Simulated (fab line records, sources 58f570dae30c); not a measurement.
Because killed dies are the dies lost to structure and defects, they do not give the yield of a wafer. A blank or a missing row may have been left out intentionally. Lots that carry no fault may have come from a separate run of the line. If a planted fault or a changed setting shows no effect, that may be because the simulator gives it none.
Which tool was responsible?    flow berkeley cmos170    42 wafers from 14 lots sampled at 2 of the route's 331 steps

## WHAT THE GAUGES READ, wafer by wafer
UCB170_ACTIVE_THK_MEAS_06.
lot   measured     on             ACTIVE_NITRIDE_THK (nm)
L412  day 4 04:43  film metro-04  220.1 219.3 218.6
L414  day 4 12:26  film metro-02  224.4 222.5 223.6
L415  day 4 16:41  film metro-03  218.7 216.4 218.3
L417  day 4 21:43  film metro-02  218.8 218.8 219.4
L420  day 6 04:54  film metro-04  356.3 356.4 354.9 356.3 356.3 355.2
L421  day 6 04:54  film metro-03  354.7 352.8 355.0 354.9 352.8 354.9
L425  day 6 22:54  film metro-03  219.1 219.9 219.7
L426  day 7 09:57  film metro-04  220.7 221.5 223.8
L428  day 7 09:58  film metro-02  222.8 225.0 224.5
L427  day 7 21:08  film metro-02  222.2 221.6 220.3
L429  day 7 21:07  film metro-04  222.3 222.5 222.4
L430  day 8 03:31  film metro-02  221.4 220.5 221.7
L431  day 8 03:28  film metro-03  221.4 223.9 222.8
L432  day 8 03:28  film metro-04  218.3 218.8 219.1

## TOOL THAT RAN EACH LOT (tool first, then ch and the chambers of the sampled wafers, then the start)
lot   UCB170_ACTIVE_CVD_05
L412  lpcvd-02 ch 0, day 4 02:44
L414  lpcvd-01 ch 1, day 4 10:32
L415  lpcvd-02 ch 0, day 4 14:46
L417  lpcvd-02 ch 1, day 4 19:48
L420  lpcvd-02 ch 1, day 6 02:59
L421  lpcvd-02 ch 1, day 6 02:59
L425  lpcvd-01 ch 1, day 6 20:58
L426  lpcvd-01 ch 1, day 7 08:02
L428  lpcvd-01 ch 0, day 7 08:02
L427  lpcvd-01 ch 0, day 7 19:11
L429  lpcvd-01 ch 0, day 7 19:11
L430  lpcvd-01 ch 0, day 8 01:33
L431  lpcvd-01 ch 1, day 8 01:33
L432  lpcvd-01 ch 1, day 8 01:33
- UCB170_ACTIVE_CVD_05: deposits Si3N4 from SiH2Cl2/NH3, target thk 220 nm, time 3300 s.

## WHAT THE TOOLS THEMSELVES READ (means of the sampled wafers that have a number; where no wafer has one, the mark that the record gives instead)
UCB170_ACTIVE_CVD_05.
lot   tool      sih2cl2 flow sccm (sccm)  spike tc centre C (C)  spike tc load C (C)  spike tc source C (C)  susceptor temp C (C)  zone power load pct (%)
L412  lpcvd-02  24.99                     801.5                  822.5                824                    800.3                 19.0
L414  lpcvd-01  25.00                     801.4                  822.8                818                    800.5                 19.7
L415  lpcvd-02  25.10                     801.4                  822.8                824                    799.9                 19.0
L417  lpcvd-02  25.05                     802.3                  824.3                826                    800.2                 19.9
L420  lpcvd-02  24.97                     828.9                  852.5                853                    827.0                 21.4
L421  lpcvd-02  25.04                     828.5                  851.5                853                    827.8                 21.7
L425  lpcvd-01  25.00                     801.0                  821.6                817                    800.1                 19.9
L426  lpcvd-01  24.94                     802.1                  822.4                819                    799.6                 19.9
L428  lpcvd-01  24.98                     804.9                  821.7                824                    800.2                 18.2
L427  lpcvd-01  24.94                     804.5                  820.3                825                    800.1                 18.3
L429  lpcvd-01  24.97                     804.3                  821.7                825                    799.3                 18.5
L430  lpcvd-01  25.08                     804.1                  820.7                824                    800.1                 18.3
L431  lpcvd-01  24.99                     802.6                  822.0                819                    800.4                 19.8
L432  lpcvd-01  24.99                     801.9                  821.0                818                    799.6                 19.8

## THE ANSWER, worked out from the rows above alone
Rule: the lots themselves supply what counts as usual. The widest of any qualifying gaps counts: lots, ordered by their means at a reading, are off when they make up no more than a third of the lots, leave a main group of 4 or more, and stand apart from it by 3 or more times the standard deviation of that group's means. A main group is skipped when, at the precision printed for the reading in the tables above, its means are all equal. Also off: a lot with no number at a reading for which 4 or more lots have one. All remaining lots with rows at the step are treated as sound. The gauges are gone through in route order, then the tools' own readings, and for those a lot's mean is taken as printed above. At the first step where some lot is off, the reading lying furthest off is the one used; lots without a number count as furthest.
Off: L420, L421, seen at UCB170_ACTIVE_THK_MEAS_06 (ACTIVE_NITRIDE_THK). The main group has a mean of 221.0 nm with a standard deviation of 2.
A tool fits if, at a process step before that reading, it ran every lot that is off, and no sound lot after the first of them. The gauges at UCB170_ACTIVE_THK_MEAS_06 aren't tried: what is off there is off at UCB170_ACTIVE_CVD_05 too, on other tools, and a gauge's error can't cause that. One fits: UCB170_ACTIVE_CVD_05 on lpcvd-02. Its last sound lot is L417 (day 4 19:48), its first lot that is off L420 (day 6 02:59): a fault that began between those two fits.
The tool's own readings at UCB170_ACTIVE_CVD_05 bear it out: on the lots that are off they differ by more than 5 times the standard deviation of the sound lots' means. spike tc centre C reads 828.7 C there against 802.7 C on the sound lots; spike tc load C reads 852.0 C there against 822.0 C on the sound lots; spike tc source C reads 853 C there against 822 C on the sound lots; susceptor temp C reads 827.4 C there against 800.0 C on the sound lots.

## WHAT THE SIMULATOR HAD PUT IN
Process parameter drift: lpcvd-02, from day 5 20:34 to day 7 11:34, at UCB170_ACTIVE_CVD_05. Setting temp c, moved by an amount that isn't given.
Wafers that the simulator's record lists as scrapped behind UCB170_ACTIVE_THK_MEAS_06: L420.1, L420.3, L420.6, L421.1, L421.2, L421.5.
Shown lots that were struck: L420, L421. The rule above reached the same finding.
